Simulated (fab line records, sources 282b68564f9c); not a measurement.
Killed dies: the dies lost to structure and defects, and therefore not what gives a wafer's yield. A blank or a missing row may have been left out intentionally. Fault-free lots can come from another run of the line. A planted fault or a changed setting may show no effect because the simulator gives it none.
Split-lot trial	flow rit-cmos	23 wafers read across 5 lots, on a route 202 steps long

== THE SPLIT ==
At RIT_PLDD_IMPLANT_08, the setting energy-kev was moved away from the recipe's 20 on 8 of the 23 wafers read, by -5.7% to +4.4%. All remaining wafers had this setting at the recipe value.

== FROM THE SPLIT TO THE READING: what the file shows between them, 12 steps ==
- RIT_PLDD_STRIP_09: strips in O2, time 180 s
- RIT_PLDD_TW_MEAS_10
- RIT_SPACER_CVD_03: deposits Si3N4 from SiH2Cl2/NH3, target thk 250 nm, time 3300 s (also split here: pressure-mtorr)
- RIT_SPACER_THK_MEAS_04
- RIT_SPACER_ETCHBACK_05: etches Si3N4 in SF6/CHF3, stops on SiO2, target depth 250 nm, time 240 s
- RIT_NSD_IMPLANT_08 (also split here: dose-cm2)
- RIT_PSD_IMPLANT_08 (also split here: energy-kev)
- RIT_PSD_STRIP_09: strips in O2, time 180 s
- RIT_SDANNEAL_CLEAN_02: cleans in SC2, time 600 s
- RIT_SDANNEAL_RTA_03: time 5 s
- RIT_SDANNEAL_RS_MEAS_04: measures by four-point-probe
- RIT_SDANNEAL_RS_MEAS_05: measures by four-point-probe

== THE READING ==
Measured at RIT_SDANNEAL_RS_MEAS_06 by four-point probe: PLDD_RS, in ohm/sq. Fault-free wafers of this fab line usually give 178.8 ohm/sq, standard deviation 0.54 ohm/sq.

wafer	tool, chamber at the split	energy-kev as run	against the recipe	PLDD_RS, ohm/sq	against lot-mates on the recipe
L078.2	implanter-01, 0	18.85	-5.7%	182.0	+3.2
L078.3	implanter-01, 0	20	recipe	179.2	-
L078.4	implanter-01, 0	20	recipe	178.5	-
L078.5	implanter-01, 0	18.85	-5.7%	182.5	+3.7
L078.6	implanter-01, 0	20	recipe	178.7	-
L080.2	implanter-04, 0	20	recipe	178.3	-
L080.4	implanter-04, 0	20	recipe	178.1	-
L080.6	implanter-04, 0	20	recipe	178.2	-
L082.1	implanter-01, 0	20	recipe	178.4	-
L082.2	implanter-01, 0	20.88	+4.4%	175.9	-2.4
L082.3	implanter-01, 0	20	recipe	178.2	-
L082.4	implanter-01, 0	20.88	+4.4%	175.5	-2.8
L082.5	implanter-01, 0	20.88	+4.4%	175.9	-2.4
L083.1	implanter-01, 0	20	recipe	178.8	-
L083.2	implanter-01, 0	20	recipe	178.7	-
L083.3	implanter-01, 0	20	recipe	179.6	-
L083.4	implanter-01, 0	20	recipe	179.0	-
L083.6	implanter-01, 0	20	recipe	179.3	-
L084.2	implanter-04, 0	20	recipe	178.4	-
L084.3	implanter-04, 0	20	recipe	178.6	-
L084.4	implanter-04, 0	18.85	-5.7%	182.6	+4.1
L084.5	implanter-04, 0	18.85	-5.7%	182.5	+4.0
L084.6	implanter-04, 0	18.85	-5.7%	182.4	+3.9

THE FIT
A straight line over all 23 wafers: PLDD_RS changes by -0.652 ohm/sq for each +1% of energy-kev; r = -0.98; the points scatter about the line by 0.38 ohm/sq.
The same after taking each lot's own level away (the mean of its wafers on the recipe; 23 wafers): -0.632 ohm/sq for each +1%; r = -0.99; scatter 0.28 ohm/sq.
The reading moves by 3.6 ohm/sq for the largest change in energy-kev, on that fit.
Measured against the standard deviation above, the lots' own levels, which go from 178.20 to 179.08 ohm/sq, span 1.6 times it.
Consequently the slope shifts little with the lot-to-lot level, the two slopes agreeing.
Check: with one of the wafers moved furthest among these (-5.7%) left out of the fit, the line predicts +3.79 ohm/sq for it against its lot-mates. Against them it came out at +3.2 ohm/sq.

== FURTHER SPLITS ON THESE WAFERS ==
Before the reading, these wafers also passed through other splits. Each is held against what the fit with the lots' levels taken away leaves over:
other split on the same wafers	wafers away from the commonest value	r with PLDD_RS (lot level and that fit taken away)
RIT_GATE_ETCH_19 time-s	7	-0.31
RIT_NLDD_IMPLANT_08 energy-kev	9	+0.13
RIT_PLDD_COAT_01 spin-rpm	9	+0.11
RIT_SPACER_CVD_03 pressure-mtorr	18	-0.02
RIT_NSD_IMPLANT_08 dose-cm2	11	-0.26
RIT_PSD_IMPLANT_08 energy-kev	9	-0.20

== THE WHOLE CHAIN: every reading that the file lists as answering this split, in the file's order ==
step	what it does	reading	change (the file's fit)	r (the file's)
RIT_PLDD_IMPLANT_08		implant.rp-nm (the simulator's own value, which no gauge read)	+0.135 nm for each +1% of the setting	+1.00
RIT_PLDD_IMPLANT_08		implant.drp-nm (the simulator's own value, which no gauge read)	+0.0689 nm for each +1% of the setting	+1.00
RIT_PLDD_TW_MEAS_10		PLDD_TW	+6.47 for each +1% of the setting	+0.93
RIT_SDANNEAL_RS_MEAS_06	measures by four-point-probe	PLDD_RS	-0.632 for each +1% of the setting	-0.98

== FILE'S OWN FIT ==
PLDD_RS changes by -0.632 ohm/sq for each +1% of energy-kev, r = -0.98.
